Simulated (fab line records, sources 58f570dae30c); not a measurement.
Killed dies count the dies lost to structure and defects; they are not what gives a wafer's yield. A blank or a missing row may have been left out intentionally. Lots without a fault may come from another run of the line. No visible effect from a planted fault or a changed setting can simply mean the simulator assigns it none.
Commonality check across tools || flow berkeleyCmos170 || 42 wafers sampled across 14 lots

== THE REASON FOR OPENING IT ==
2 of 14 lots carry a flag on the reading PSD_RS at UCB170_SDANNEAL_RS_MEAS_02. Wafers without a fault read 75.48 ohm/sq, standard deviation 0.28.
Rule: a lot is flagged when every wafer of it that has a number lies more than 4 standard deviations from that mean, or none has a number. The rest of the lots are taken to be sound.

{"lot": "L960", "measured": "day 8 10:57", "on": "filmMetro-02", "PSD_RS (ohm/sq), wafer by wafer": "75.87 76.16 75.83", "flag": ""}
{"lot": "L959", "measured": "day 8 11:10", "on": "filmMetro-03", "PSD_RS (ohm/sq), wafer by wafer": "75.01 75.36 75.31", "flag": ""}
{"lot": "L963", "measured": "day 8 18:34", "on": "filmMetro-04", "PSD_RS (ohm/sq), wafer by wafer": "75.47 75.47 75.60", "flag": ""}
{"lot": "L962", "measured": "day 8 18:47", "on": "filmMetro-03", "PSD_RS (ohm/sq), wafer by wafer": "65.51 65.53 65.72", "flag": "FLAGGED"}
{"lot": "L965", "measured": "day 9 13:46", "on": "filmMetro-03", "PSD_RS (ohm/sq), wafer by wafer": "65.42 65.43 65.57", "flag": "FLAGGED"}
{"lot": "L968", "measured": "day 10 07:49", "on": "filmMetro-03", "PSD_RS (ohm/sq), wafer by wafer": "75.15 75.24 75.08", "flag": ""}
{"lot": "L970", "measured": "day 10 13:02", "on": "filmMetro-02", "PSD_RS (ohm/sq), wafer by wafer": "75.66 75.83 75.65", "flag": ""}
{"lot": "L972", "measured": "day 11 01:16", "on": "filmMetro-04", "PSD_RS (ohm/sq), wafer by wafer": "75.46 75.51 75.35", "flag": ""}
{"lot": "L974", "measured": "day 11 10:19", "on": "filmMetro-03", "PSD_RS (ohm/sq), wafer by wafer": "74.85 75.25 75.48", "flag": ""}
{"lot": "L976", "measured": "day 12 04:29", "on": "filmMetro-03", "PSD_RS (ohm/sq), wafer by wafer": "75.67 75.57 75.44", "flag": ""}
{"lot": "L981", "measured": "day 12 10:31", "on": "filmMetro-03", "PSD_RS (ohm/sq), wafer by wafer": "75.48 75.82 76.01", "flag": ""}
{"lot": "L978", "measured": "day 12 10:50", "on": "filmMetro-04", "PSD_RS (ohm/sq), wafer by wafer": "75.76 75.71 75.68", "flag": ""}
{"lot": "L980", "measured": "day 12 10:58", "on": "filmMetro-02", "PSD_RS (ohm/sq), wafer by wafer": "75.52 75.14 75.39", "flag": ""}
{"lot": "L982", "measured": "day 12 21:29", "on": "filmMetro-02", "PSD_RS (ohm/sq), wafer by wafer": "75.65 75.31 75.64", "flag": ""}
Average over the flagged lots: 65.53 ohm/sq; offset from the usual -9.95 ohm/sq, equal to -36 standard deviations.

== WHICH TOOL EACH LOT WENT THROUGH ==
Before the reading, the record contains 2 process steps out of a 331-step route. Each cell gives the tool, then ch followed by the chambers the sampled wafers passed through, then the start.
{"lot": "L960", "flag": "", "UCB170_NSD_STRIP_09": "plasmaAsher-03 ch 0,1, day 8 09:25", "UCB170_SDANNEAL_RTA_01": "rtpAnneal-01 ch 0, day 8 10:52"}
{"lot": "L959", "flag": "", "UCB170_NSD_STRIP_09": "plasmaAsher-01 ch 0,1, day 8 09:29", "UCB170_SDANNEAL_RTA_01": "rtpAnneal-02 ch 0, day 8 10:56"}
{"lot": "L963", "flag": "", "UCB170_NSD_STRIP_09": "plasmaAsher-01 ch 0,1, day 8 17:22", "UCB170_SDANNEAL_RTA_01": "rtpAnneal-02 ch 0, day 8 18:30"}
{"lot": "L962", "flag": "FLAGGED", "UCB170_NSD_STRIP_09": "plasmaAsher-02 ch 0,1, day 8 17:36", "UCB170_SDANNEAL_RTA_01": "rtpAnneal-01 ch 0, day 8 18:43"}
{"lot": "L965", "flag": "FLAGGED", "UCB170_NSD_STRIP_09": "plasmaAsher-01 ch 0,1, day 9 11:55", "UCB170_SDANNEAL_RTA_01": "rtpAnneal-01 ch 0, day 9 13:41"}
{"lot": "L968", "flag": "", "UCB170_NSD_STRIP_09": "plasmaAsher-02 ch 0,1, day 10 06:26", "UCB170_SDANNEAL_RTA_01": "rtpAnneal-02 ch 0, day 10 07:44"}
{"lot": "L970", "flag": "", "UCB170_NSD_STRIP_09": "plasmaAsher-01 ch 0,1, day 10 11:47", "UCB170_SDANNEAL_RTA_01": "rtpAnneal-02 ch 0, day 10 12:58"}
{"lot": "L972", "flag": "", "UCB170_NSD_STRIP_09": "plasmaAsher-03 ch 1, day 10 22:52", "UCB170_SDANNEAL_RTA_01": "rtpAnneal-02 ch 0, day 11 01:11"}
{"lot": "L974", "flag": "", "UCB170_NSD_STRIP_09": "plasmaAsher-02 ch 0,1, day 11 08:49", "UCB170_SDANNEAL_RTA_01": "rtpAnneal-02 ch 0, day 11 10:12"}
{"lot": "L976", "flag": "", "UCB170_NSD_STRIP_09": "plasmaAsher-03 ch 0,1, day 12 02:35", "UCB170_SDANNEAL_RTA_01": "rtpAnneal-01 ch 0, day 12 04:25"}
{"lot": "L981", "flag": "", "UCB170_NSD_STRIP_09": "plasmaAsher-01 ch 0,1, day 12 09:19", "UCB170_SDANNEAL_RTA_01": "rtpAnneal-01 ch 0, day 12 10:26"}
{"lot": "L978", "flag": "", "UCB170_NSD_STRIP_09": "plasmaAsher-03 ch 0,1, day 12 09:39", "UCB170_SDANNEAL_RTA_01": "rtpAnneal-02 ch 0, day 12 10:46"}
{"lot": "L980", "flag": "", "UCB170_NSD_STRIP_09": "plasmaAsher-01 ch 0,1, day 12 09:46", "UCB170_SDANNEAL_RTA_01": "rtpAnneal-02 ch 0, day 12 10:54"}
{"lot": "L982", "flag": "", "UCB170_NSD_STRIP_09": "plasmaAsher-01 ch 0,1, day 12 19:52", "UCB170_SDANNEAL_RTA_01": "rtpAnneal-02 ch 0, day 12 21:25"}
What the steps here do:
- UCB170_NSD_STRIP_09: strips in O2.
- UCB170_SDANNEAL_RTA_01: time 5 s.
- UCB170_SDANNEAL_RS_MEAS_02: measures by four-point-probe.

== FLAGGED OVER TOTAL, TOOL BY TOOL (the gauges that took the reading come last) ==
{"step": "UCB170_NSD_STRIP_09", "tool": "plasmaAsher-01", "lots run": 7, "flagged": 1, "share of the flagged lots": "some", "sound lots run after its first flagged lot": "4 (L970,L981,L980,L982)"}
{"step": "UCB170_NSD_STRIP_09", "tool": "plasmaAsher-02", "lots run": 3, "flagged": 1, "share of the flagged lots": "some", "sound lots run after its first flagged lot": "2 (L968,L974)"}
{"step": "UCB170_NSD_STRIP_09", "tool": "plasmaAsher-03", "lots run": 4, "flagged": 0, "share of the flagged lots": "none", "sound lots run after its first flagged lot": "-"}
{"step": "UCB170_SDANNEAL_RTA_01", "tool": "rtpAnneal-01", "lots run": 5, "flagged": 2, "share of the flagged lots": "all", "sound lots run after its first flagged lot": "2 (L976,L981)"}
{"step": "UCB170_SDANNEAL_RTA_01", "tool": "rtpAnneal-02", "lots run": 9, "flagged": 0, "share of the flagged lots": "none", "sound lots run after its first flagged lot": "-"}
{"step": "UCB170_SDANNEAL_RS_MEAS_02", "tool": "filmMetro-02", "lots run": 4, "flagged": 0, "share of the flagged lots": "none", "sound lots run after its first flagged lot": "-"}
{"step": "UCB170_SDANNEAL_RS_MEAS_02", "tool": "filmMetro-03", "lots run": 7, "flagged": 2, "share of the flagged lots": "all", "sound lots run after its first flagged lot": "4 (L968,L974,L976,L981)"}
{"step": "UCB170_SDANNEAL_RS_MEAS_02", "tool": "filmMetro-04", "lots run": 3, "flagged": 0, "share of the flagged lots": "none", "sound lots run after its first flagged lot": "-"}

== WHAT THE TABLE PERMITS ==
Table rows that saw every flagged lot: 2, namely rtpAnneal-01 at UCB170_SDANNEAL_RTA_01 and filmMetro-03 at UCB170_SDANNEAL_RS_MEAS_02.
- rtpAnneal-01 at UCB170_SDANNEAL_RTA_01: 2 of its 5 lots flagged. Sound lots ran on it after the first flagged one (L976, L981), which a lasting fault on the whole tool wouldn't allow. Its own readings (wafer_temp_C_max) fall more than 4 standard deviations out on all wafers of the flagged lots.
- filmMetro-03 at UCB170_SDANNEAL_RS_MEAS_02: 2 of its 7 lots flagged. Sound lots ran on it after the first flagged one (L968, L974, L976, L981), which a lasting fault on the whole tool wouldn't allow.
Every row of the table either missed a flagged lot or ran a sound lot after the first.

== WHAT THE SIMULATOR PUT IN ==
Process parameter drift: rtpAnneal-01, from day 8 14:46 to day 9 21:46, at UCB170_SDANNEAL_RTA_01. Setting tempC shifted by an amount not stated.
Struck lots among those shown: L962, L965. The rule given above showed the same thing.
